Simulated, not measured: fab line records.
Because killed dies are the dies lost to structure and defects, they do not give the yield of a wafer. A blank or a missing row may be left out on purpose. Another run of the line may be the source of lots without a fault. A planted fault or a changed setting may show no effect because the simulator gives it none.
fab line records	flow ritCmos	part 1 of 2: steps 1 to 31 of 43
record lots=5	wafers=15	lastDay=7
route steps=202 shown NRETRO@57 PRETRO@64 GATE@75 FOX2@80 REOX@98
lots that met no fault: from a run of the same line without faults
startH: start of the lot's first displayed wafer, in hours after the record's first day	waitH: how many hours have passed since the lot's step before this one	" repeats the value in the row above	L1.1+2: a single row standing in for several wafers	- either no value or no given start	* or withheld: withheld	< > ~ a bound
route shown NAME@n: names a module that has steps shown in the file, with the first one's number in the route	usual: mean/standard deviation taken from wafers without a fault	same: alike in all rows	chamber/n: place in a boat	sites: per-site readings	_std_site: standard deviation of those values	_edge_site: the outer-site mean with the inner-site mean subtracted	radiusMm: how far each site lies from the wafer's centre	mask NAME#n: copy n	behind: the last tool/chamber to shape the wafer	hold: the reason the lot was held/the length of the hold in hours/how it ended	device: the n, p or np transistor that did not switch	end of line: at the end of the route, the tests of the same wafers	a step given without rows: its recipe and nothing more	killed: dies lost to structure and defects at the first sort, not the wafer's yield	map: dies across one wafer; x = killed, . = not, _ = none there
set.NAME: setting as actually run; set.NAME@STEP: the setting as run at that earlier step	model.NAME: the simulator's own value behind a step, which no gauge read
a table for each step, a row for each wafer; lots at some steps of the route
services: from which hour (startH, from the record's first day; less than 0 if before it) a tool's chamber was out of use, for how many hours, and why
## steps
# step RIT_NRETRO_PEB_04
# recipe resist=NOVOLAK	tempC=withheld	timeS=withheld
lot.wafer	tool	chamber	startH	waitH
L074.3+4+6	lithoTrack-03	0	29.54	0.1
L077.2+3+4	lithoTrack-03	0	43.60	0.1
L078.2+5+6	lithoTrack-01	0	49.18	0.1
L091.2+3+6	lithoTrack-03	0	114.71	0.1
L097.1+3+5	lithoTrack-04	0	143.60	0.1
# step RIT_NRETRO_DEVELOP_05
# recipe resist=NOVOLAK	developTimeS=68	devTempC=23
lot.wafer	tool	chamber	startH	waitH
L074.3+4+6	lithoTrack-03	0	-	-
L077.2+3+4	lithoTrack-03	0	-	-
L078.2+5+6	lithoTrack-01	0	-	-
L091.2+3+6	lithoTrack-03	0	-	-
L097.1+3+5	lithoTrack-04	0	-	-
# step RIT_NRETRO_OVL_MEAS_06
# usual NRETRO_OVL=0.6/1.2
lot.wafer	tool	chamber	startH	waitH	NRETRO_OVL[nm]
L074.3	overlay-01	-	29.81	-	-1.5
L074.4	"	-	"	"	0.4
L074.6	"	-	"	"	-1.0
L077.2	overlay-01	-	43.89	-	1.3
L077.3	"	-	"	"	0.4
L077.4	"	-	"	"	0.4
L078.2	overlay-01	-	49.48	-	0.4
L078.5	"	-	"	"	-0.2
L078.6	"	-	"	"	-0.3
L091.2	overlay-02	-	115.01	-	1.1
L091.3	"	-	"	"	1.1
L091.6	"	-	"	"	2.4
L097.1	overlay-02	-	143.92	-	1.6
L097.3	"	-	"	"	0.4
L097.5	"	-	"	"	1.4
# step RIT_NRETRO_HARDBAKE_07
# recipe resist=NOVOLAK	tempC=140	timeS=120
# usual heaterPowerTotalW=52.02/0.064
# same timeS=120
lot.wafer	tool	chamber	startH	waitH	heaterPowerTotalW
L074.3	lithoTrack-03	0	29.92	0.1	51.98
L074.4	"	0	"	"	52.04
L074.6	"	0	"	"	51.98
L077.2	lithoTrack-01	0	43.96	0.1	52.11
L077.3	"	0	"	"	51.99
L077.4	"	0	"	"	52.09
L078.2	lithoTrack-04	0	49.55	0.1	52.08
L078.5	"	0	"	"	51.95
L078.6	"	0	"	"	52.00
L091.2	lithoTrack-03	0	115.08	0.1	52.01
L091.3	"	0	"	"	51.97
L091.6	"	0	"	"	52.05
L097.1	lithoTrack-03	0	143.95	0.0	51.97
L097.3	"	0	"	"	52.02
L097.5	"	0	"	"	52.06
# step RIT_NRETRO_IMPLANT_08
# recipe species=P	energyKev=70	doseCm2=1e+13	tiltDeg=7
lot.wafer	tool	chamber	startH	waitH
L074.3+4+6	implanter-04	0	30.14	0.2
L077.2+3+4	implanter-04	0	44.20	0.2
L078.2+5+6	implanter-01	0	49.78	0.2
L091.2+3+6	implanter-01	0	115.31	0.2
L097.1+3+5	implanter-01	0	144.20	0.2
# step RIT_NRETRO_STRIP_09
# recipe chemistry=O2	timeS=180	resist=NOVOLAK	platenTempC=withheld	powerW=500	pressureMtorr=4000	o2FlowSccm=4000
# usual drypumpMotorCurrentA=5.5/0.39
# same timeS=180
lot.wafer	tool	chamber	startH	waitH	drypumpMotorCurrentA	rfHoursCounterH
L074.3	plasmaAsher-04	0	30.30	0.1	5.9	-
L074.4	"	1	"	"	5.7	-
L074.6	"	0	"	"	5.9	-
L077.2	plasmaAsher-02	0	44.32	0.1	6.2	43
L077.3	"	0	"	"	6.2	-
L077.4	"	1	"	"	5.1	-
L078.2	plasmaAsher-02	0	49.91	0.1	6.2	44
L078.5	"	0	"	"	6.1	-
L078.6	"	1	"	"	5.2	-
L091.2	plasmaAsher-02	1	115.44	0.1	5.1	51
L091.3	"	1	"	"	5.1	-
L091.6	"	1	"	"	5.2	-
L097.1	plasmaAsher-01	0	144.35	0.1	5.2	27
L097.3	"	1	"	"	5.2	-
L097.5	"	0	"	"	5.2	-
# step RIT_NRETRO_TW_MEAS_10
# usual NRETRO_TW=1051/8.7
lot.wafer	tool	chamber	startH	waitH	NRETRO_TW
L074.3	filmMetro-03	-	30.43	0.1	1058
L074.4	"	-	"	"	1053
L074.6	"	-	"	"	1055
L077.2	filmMetro-04	-	44.51	0.1	1044
L077.3	"	-	"	"	1053
L077.4	"	-	"	"	1046
L078.2	filmMetro-01	-	50.09	0.1	1053
L078.5	"	-	"	"	1058
L078.6	"	-	"	"	1048
L091.2	filmMetro-04	-	115.62	0.1	1041
L091.3	"	-	"	"	1042
L091.6	"	-	"	"	1036
L097.1	filmMetro-01	-	144.53	0.1	1056
L097.3	"	-	"	"	1058
L097.5	"	-	"	"	1058
# step RIT_PRETRO_HMDS_00
# recipe primeTimeS=60	primeTempC=140
lot.wafer	tool	chamber	startH	waitH
L074.3+4+6	lithoTrack-02	0	30.52	0.1
L077.2+3+4	lithoTrack-02	0	44.58	0.1
L078.2+5+6	lithoTrack-02	0	50.17	0.1
L091.2+3+6	lithoTrack-03	0	115.72	0.1
L097.1+3+5	lithoTrack-03	0	144.59	0.1
# step RIT_PRETRO_COAT_01
# recipe resist=NOVOLAK	spinRpm=2000	resistThkNm=1300
lot.wafer	tool	chamber	startH	waitH
L074.3+4+6	lithoTrack-02	0	30.67	0.1
L077.2+3+4	lithoTrack-02	0	44.73	0.1
L078.2+5+6	lithoTrack-02	0	50.32	0.1
L091.2+3+6	lithoTrack-03	0	115.87	0.1
L097.1+3+5	lithoTrack-03	0	144.74	0.1
# step RIT_PRETRO_SOFTBAKE_02
# recipe resist=NOVOLAK	tempC=90	timeS=60
# usual heaterPowerTotalW=34.57/0.052
# same timeS=60
lot.wafer	tool	chamber	startH	waitH	heaterPowerTotalW
L074.3	lithoTrack-02	0	30.82	0.1	34.60
L074.4	"	0	"	"	34.52
L074.6	"	0	"	"	34.56
L077.2	lithoTrack-02	0	44.88	0.1	34.57
L077.3	"	0	"	"	34.53
L077.4	"	0	"	"	34.51
L078.2	lithoTrack-02	0	50.47	0.1	34.54
L078.5	"	0	"	"	34.67
L078.6	"	0	"	"	34.52
L091.2	lithoTrack-03	0	116.02	0.1	34.58
L091.3	"	0	"	"	34.59
L091.6	"	0	"	"	34.62
L097.1	lithoTrack-03	0	144.89	0.1	34.51
L097.3	"	0	"	"	34.56
L097.5	"	0	"	"	34.60
# step RIT_PRETRO_EXPOSE_03
# recipe maskId=M5	na=0.57	targetCdNm=43700	doseMj=250
lot.wafer	tool	chamber	startH	waitH	mask
L074.3+4+6	ilineStepper-01	0	31.09	0.2	M5#0
L077.2+3+4	ilineStepper-01	0	45.15	0.2	M5#0
L078.2+5+6	ilineStepper-02	0	50.73	0.2	M5#0
L091.2+3+6	ilineStepper-02	0	116.16	0.1	M5#0
L097.1+3+5	ilineStepper-02	0	145.04	0.1	M5#0
# step RIT_PRETRO_PEB_04
# recipe resist=NOVOLAK	tempC=withheld	timeS=withheld
lot.wafer	tool	chamber	startH	waitH
L074.3+4+6	lithoTrack-02	0	31.21	0.1
L077.2+3+4	lithoTrack-04	0	45.27	0.1
L078.2+5+6	lithoTrack-02	0	50.86	0.1
L091.2+3+6	lithoTrack-02	0	116.28	0.1
L097.1+3+5	lithoTrack-02	0	145.15	0.1
# step RIT_PRETRO_DEVELOP_05
# recipe resist=NOVOLAK	developTimeS=68	devTempC=23
lot.wafer	tool	chamber	startH	waitH
L074.3+4+6	lithoTrack-02	0	-	-
L077.2+3+4	lithoTrack-04	0	-	-
L078.2+5+6	lithoTrack-02	0	-	-
L091.2+3+6	lithoTrack-02	0	-	-
L097.1+3+5	lithoTrack-02	0	-	-
# step RIT_PRETRO_OVL_MEAS_06
# usual PRETRO_OVL=1.1/1.1
lot.wafer	tool	chamber	startH	waitH	PRETRO_OVL[nm]
L074.3	overlay-01	-	31.49	-	1.8
L074.4	"	-	"	"	0.2
L074.6	"	-	"	"	-0.8
L077.2	overlay-01	-	45.57	-	0.8
L077.3	"	-	"	"	1.8
L077.4	"	-	"	"	1.6
L078.2	overlay-02	-	51.15	-	2.8
L078.5	"	-	"	"	1.9
L078.6	"	-	"	"	1.6
L091.2	overlay-02	-	116.58	-	-0.6
L091.3	"	-	"	"	-0.2
L091.6	"	-	"	"	0.6
L097.1	overlay-02	-	145.47	-	-0.1
L097.3	"	-	"	"	-0.4
L097.5	"	-	"	"	-0.2
# step RIT_PRETRO_HARDBAKE_07
# recipe resist=NOVOLAK	tempC=140	timeS=120
# usual heaterPowerTotalW=52.02/0.068
# same timeS=120
lot.wafer	tool	chamber	startH	waitH	heaterPowerTotalW
L074.3	lithoTrack-03	0	31.60	0.1	51.94
L074.4	"	0	"	"	52.05
L074.6	"	0	"	"	52.01
L077.2	lithoTrack-04	0	45.64	0.1	51.98
L077.3	"	0	"	"	52.06
L077.4	"	0	"	"	51.95
L078.2	lithoTrack-02	0	51.22	0.1	52.03
L078.5	"	0	"	"	52.03
L078.6	"	0	"	"	52.13
L091.2	lithoTrack-03	0	116.67	0.1	52.08
L091.3	"	0	"	"	52.01
L091.6	"	0	"	"	51.91
L097.1	lithoTrack-03	0	145.50	0.0	52.14
L097.3	"	0	"	"	51.90
L097.5	"	0	"	"	51.89
# step RIT_PRETRO_IMPLANT_08
# recipe species=B	energyKev=45	doseCm2=1.2e+13	tiltDeg=7
lot.wafer	tool	chamber	startH	waitH
L074.3+4+6	implanter-01	0	31.81	0.2
L077.2+3+4	implanter-04	0	45.87	0.2
L078.2+5+6	implanter-04	0	51.46	0.2
L091.2+3+6	implanter-01	0	116.90	0.2
L097.1+3+5	implanter-04	0	145.75	0.2
# step RIT_PRETRO_STRIP_09
# recipe chemistry=O2	timeS=180	resist=NOVOLAK	platenTempC=withheld	powerW=500	pressureMtorr=4000	o2FlowSccm=4000
# usual drypumpMotorCurrentA=5.5/0.51
# same timeS=180
lot.wafer	tool	chamber	startH	waitH	drypumpMotorCurrentA	rfHoursCounterH
L074.3	plasmaAsher-02	0	31.97	0.1	6.2	-
L074.4	"	1	"	"	5.1	-
L074.6	"	1	"	"	5.2	-
L077.2	plasmaAsher-01	1	46.00	0.1	5.2	17
L077.3	"	1	"	"	5.2	-
L077.4	"	0	"	"	5.2	-
L078.2	plasmaAsher-02	1	51.58	0.1	5.2	44
L078.5	"	1	"	"	5.1	-
L078.6	"	0	"	"	6.2	-
L091.2	plasmaAsher-01	0	117.02	0.1	5.2	25
L091.3	"	1	"	"	5.2	-
L091.6	"	0	"	"	5.2	-
L097.1	plasmaAsher-01	0	145.90	0.1	5.2	27
L097.3	"	0	"	"	5.2	-
L097.5	"	0	"	"	5.2	-
# step RIT_PRETRO_TW_MEAS_10
# usual PRETRO_TW=479/7.2
lot.wafer	tool	chamber	startH	waitH	PRETRO_TW
L074.3	filmMetro-02	-	32.11	0.1	486
L074.4	"	-	"	"	487
L074.6	"	-	"	"	488
L077.2	filmMetro-01	-	46.18	0.1	478
L077.3	"	-	"	"	480
L077.4	"	-	"	"	477
L078.2	filmMetro-04	-	51.77	0.1	472
L078.5	"	-	"	"	471
L078.6	"	-	"	"	475
L091.2	filmMetro-02	-	117.21	0.1	490
L091.3	"	-	"	"	486
L091.6	"	-	"	"	489
L097.1	filmMetro-04	-	146.08	0.1	471
L097.3	"	-	"	"	470
L097.5	"	-	"	"	470
# step RIT_GATE_WET_ETCH_00
# recipe chemistry=BOE	target=SiO2	targetDepthNm=56	timeS=60	dry=n2Spin	dilution=10:1	tempC=21.5
# usual bathHeatDutyPct=1.7/0.39
# same timeS=60
lot.wafer	tool	chamber	startH	waitH	bathHeatDutyPct
L074.3	wetBench-01	3	32.15	0.0	1.5
L074.4	"	3	"	"	1.5
L074.6	"	3	"	"	2.3
L077.2	wetBench-03	2	46.23	0.0	1.5
L077.3	"	2	"	"	1.8
L077.4	"	2	"	"	1.7
L078.2	wetBench-04	3	51.82	0.0	1.4
L078.5	"	3	"	"	1.0
L078.6	"	3	"	"	1.3
L091.2	wetBench-04	2	117.26	0.0	1.3
L091.3	"	2	"	"	2.0
L091.6	"	2	"	"	1.7
L097.1	wetBench-03	0	146.14	0.1	2.7
L097.3	"	0	"	"	0.8
L097.5	"	0	"	"	2.2
# step RIT_GATE_CLEAN_01
# recipe chemistry=SC1	mix=3:3:50	timeS=600	tempC=75
# usual bathHeatDutyPct=15.6/1.4
# same timeS=600
lot.wafer	tool	chamber	startH	waitH	bathHeatDutyPct
L074.3	wetBench-04	3	32.17	0.0	14.5
L074.4	"	3	"	"	14.9
L074.6	"	3	"	"	14.8
L077.2	wetBench-04	2	46.26	0.0	16.6
L077.3	"	2	"	"	16.0
L077.4	"	2	"	"	16.7
L078.2	wetBench-01	3	51.84	0.0	16.4
L078.5	"	3	"	"	17.6
L078.6	"	3	"	"	16.5
L091.2	wetBench-04	0	117.28	0.0	15.7
L091.3	"	0	"	"	14.7
L091.6	"	0	"	"	15.1
L097.1	wetBench-01	2	146.16	0.0	13.9
L097.3	"	2	"	"	14.0
L097.5	"	2	"	"	14.9
# step RIT_GATE_CLEAN_02
# recipe chemistry=dHF	dilution=50:1	timeS=30
# same timeS=30
lot.wafer	tool	chamber	startH	waitH
L074.3+4+6	wetBench-03	3	32.35	0.0
L077.2+3+4	wetBench-03	1	46.43	0.0
L078.2+5+6	wetBench-03	1	52.02	0.0
L091.2+3+6	wetBench-03	0	117.46	0.0
L097.1+3+5	wetBench-04	0	146.34	0.0
# step RIT_GATE_CLEAN_03
# recipe chemistry=SC2	mix=3:3:50	timeS=600	tempC=75	dry=n2Spin
# usual bathHeatDutyPct=15.2/1.4
# same timeS=600
lot.wafer	tool	chamber	startH	waitH	bathHeatDutyPct
L074.3	wetBench-04	0	32.36	0.0	16.0
L074.4	"	0	"	"	15.6
L074.6	"	0	"	"	13.9
L077.2	wetBench-01	0	46.45	0.0	15.4
L077.3	"	0	"	"	14.4
L077.4	"	0	"	"	16.3
L078.2	wetBench-04	3	52.03	0.0	13.5
L078.5	"	3	"	"	14.1
L078.6	"	3	"	"	15.1
L091.2	wetBench-04	3	117.48	0.0	14.0
L091.3	"	3	"	"	13.9
L091.6	"	3	"	"	13.8
L097.1	wetBench-03	0	146.37	0.0	15.7
L097.3	"	0	"	"	16.1
L097.5	"	0	"	"	15.5
# step RIT_GATE_CLEAN_04
# recipe chemistry=dHF	dilution=50:1	timeS=60	dry=n2Spin
# same timeS=60
lot.wafer	tool	chamber	startH	waitH
L074.3+4+6	wetBench-03	3	32.54	0.0
L077.2+3+4	wetBench-04	0	46.63	0.0
L078.2+5+6	wetBench-01	0	52.21	0.0
L091.2+3+6	wetBench-03	0	117.65	0.0
L097.1+3+5	wetBench-01	3	146.56	0.0
# step RIT_FOX2_THK_MEAS_91
# recipe reads=SiO2_of_FOX2_OXIDATION_00
# usual FIELD_OXIDE_LEFT_2_THK=259/6.2
lot.wafer	tool	chamber	startH	waitH	FIELD_OXIDE_LEFT_2_THK[nm]
L074.3	filmMetro-01	-	32.58	0.0	262
L074.4	"	-	"	"	267
L074.6	"	-	"	"	270
L077.2	filmMetro-01	-	46.66	0.0	259
L077.3	"	-	"	"	259
L077.4	"	-	"	"	262
L078.2	filmMetro-02	-	52.24	0.0	263
L078.5	"	-	"	"	262
L078.6	"	-	"	"	258
L091.2	filmMetro-02	-	117.69	0.0	269
L091.3	"	-	"	"	267
L091.6	"	-	"	"	272
L097.1	filmMetro-03	-	146.59	0.0	258
L097.3	"	-	"	"	258
L097.5	"	-	"	"	261
# step RIT_GATE_OXIDATION_05
# recipe tempC=900	ambient=O2	targetThkA=30	oxTimeS=270
# usual spikeTcCentreC=902.4/1	spikeTcLoadC=925.3/1.3	tube_center_temp_C_max=902.4/0.41
lot.wafer	tool	chamber	startH	waitH	spikeTcCentreC	spikeTcLoadC	tube_center_temp_C_max
L074.3	furnace-03	0	32.62	0.0	903.5	925.8	902.7
L074.4	"	0	"	"	902.0	926.3	902.6
L074.6	"	0	"	"	902.4	926.2	902.9
L077.2	furnace-04	0	46.71	0.0	901.2	924.5	901.9
L077.3	"	0	"	"	900.5	925.0	901.8
L077.4	"	0	"	"	901.5	923.3	901.8
L078.2	furnace-03	0	52.29	0.0	902.2	926.1	902.9
L078.5	"	0	"	"	903.7	926.4	902.5
L078.6	"	0	"	"	901.7	927.2	902.2
L091.2	furnace-02	0	119.04	1.3	901.5	926.1	902.0
L091.3	"	0	"	"	902.9	923.9	902.5
L091.6	"	0	"	"	901.2	925.9	901.9
L097.1	furnace-04	0	147.88	1.3	901.6	923.8	902.0
L097.3	"	0	"	"	904.3	922.5	902.5
L097.5	"	0	"	"	901.7	923.0	901.9
# step RIT_GATE_ANNEAL_06
# recipe tempC=900	timeS=600	ambient=N2O
# usual spikeTcCentreC=902.3/1.1	spikeTcLoadC=925.1/1.2	tube_center_temp_C_max=902.3/0.37
# same timeS=600
lot.wafer	tool	chamber	startH	waitH	spikeTcCentreC	spikeTcLoadC	tube_center_temp_C_max
L074.3	furnace-03	0	33.70	0.0	905.0	926.6	902.3
L074.4	"	0	"	"	902.8	925.5	902.3
L074.6	"	0	"	"	902.4	924.2	902.4
L077.2	furnace-02	0	48.93	1.1	903.0	925.4	902.0
L077.3	"	0	"	"	902.8	926.0	902.3
L077.4	"	0	"	"	902.3	926.2	902.6
L078.2	furnace-03	0	53.37	0.0	903.3	925.2	901.6
L078.5	"	0	"	"	904.2	927.8	902.7
L078.6	"	0	"	"	903.4	926.4	902.7
L091.2	furnace-03	0	120.12	0.0	902.0	924.2	901.9
L091.3	"	0	"	"	904.1	926.0	902.0
L091.6	"	0	"	"	903.1	926.7	902.3
L097.1	furnace-02	0	149.52	0.6	901.9	925.4	902.1
L097.3	"	0	"	"	903.8	926.5	902.3
L097.5	"	0	"	"	901.6	926.1	902.3
# step RIT_GATE_THK_MEAS_07
# recipe reads=SiO2_of_GATE_OXIDATION_05
# usual GATE_OXIDE_THK=3.04/0.062
lot.wafer	tool	chamber	startH	waitH	GATE_OXIDE_THK[nm]
L074.3	filmMetro-03	-	33.97	0.0	3.08
L074.4	"	-	"	"	3.07
L074.6	"	-	"	"	3.03
L077.2	filmMetro-02	-	49.19	0.0	2.96
L077.3	"	-	"	"	2.98
L077.4	"	-	"	"	3.02
L078.2	filmMetro-02	-	53.63	0.0	3.20
L078.5	"	-	"	"	3.11
L078.6	"	-	"	"	3.13
L091.2	filmMetro-02	-	120.38	0.0	3.00
L091.3	"	-	"	"	3.08
L091.6	"	-	"	"	3.06
L097.1	filmMetro-02	-	149.77	0.0	3.03
L097.3	"	-	"	"	3.11
L097.5	"	-	"	"	3.00
# step RIT_GATE_CVD_08
# recipe material=poly-Si	targetThkNm=250	tempC=610	precursor=SiH4	timeS=2220	pressureMtorr=300	sih4FlowSccm=100
# usual spikeTcCentreC=612.0/1.6	spikeTcLoadC=633.3/1.9
# same timeS=2220
lot.wafer	tool	chamber	startH	waitH	spikeTcCentreC	spikeTcLoadC
L074.3	lpcvd-02	1	34.01	0.0	611.4	634.7
L074.4	"	1	"	"	612.2	633.7
L074.6	"	1	"	"	610.8	635.4
L077.2	lpcvd-02	1	49.24	0.0	610.9	635.0
L077.3	"	1	"	"	611.7	636.0
L077.4	"	1	"	"	611.0	633.2
L078.2	lpcvd-02	1	53.68	0.0	611.2	633.9
L078.5	"	1	"	"	610.0	635.2
L078.6	"	1	"	"	609.9	634.9
L091.2	lpcvd-02	0	120.43	0.0	613.2	631.4
L091.3	"	0	"	"	614.1	632.4
L091.6	"	0	"	"	613.8	632.4
L097.1	lpcvd-02	0	149.83	0.1	613.9	632.3
L097.3	"	0	"	"	614.5	631.2
L097.5	"	0	"	"	613.1	630.8
# step RIT_GATE_THK_MEAS_09
# recipe reads=poly-Si_of_GATE_CVD_08
# usual GATE_POLY_THK=251.1/1.8
lot.wafer	tool	chamber	startH	waitH	GATE_POLY_THK[nm]
L074.3	filmMetro-01	-	35.65	0.0	250.9
L074.4	"	-	"	"	251.6
L074.6	"	-	"	"	253.5
L077.2	filmMetro-01	-	50.86	0.0	251.9
L077.3	"	-	"	"	252.3
L077.4	"	-	"	"	251.9
L078.2	filmMetro-02	-	55.30	0.0	250.7
L078.5	"	-	"	"	251.1
L078.6	"	-	"	"	252.3
L091.2	filmMetro-03	-	122.05	0.0	250.8
L091.3	"	-	"	"	249.9
L091.6	"	-	"	"	251.5
L097.1	filmMetro-03	-	151.44	0.0	250.8
L097.3	"	-	"	"	252.5
L097.5	"	-	"	"	251.0
# step RIT_GATE_HMDS_10
# recipe primeTimeS=60	primeTempC=140
lot.wafer	tool	chamber	startH	waitH
L074.3+4+6	lithoTrack-01	0	35.74	0.1
L077.2+3+4	lithoTrack-01	0	51.11	0.2
L078.2+5+6	lithoTrack-02	0	55.38	0.1
L091.2+3+6	lithoTrack-01	0	122.13	0.1
L097.1+3+5	lithoTrack-01	0	151.50	0.1
# step RIT_GATE_COAT_11
# recipe resist=NOVOLAK	spinRpm=4250	resistThkNm=850
lot.wafer	tool	chamber	startH	waitH
L074.3+4+6	lithoTrack-01	0	35.89	0.1
L077.2+3+4	lithoTrack-01	0	51.26	0.1
L078.2+5+6	lithoTrack-02	0	55.53	0.1
L091.2+3+6	lithoTrack-01	0	122.28	0.1
L097.1+3+5	lithoTrack-01	0	151.65	0.1
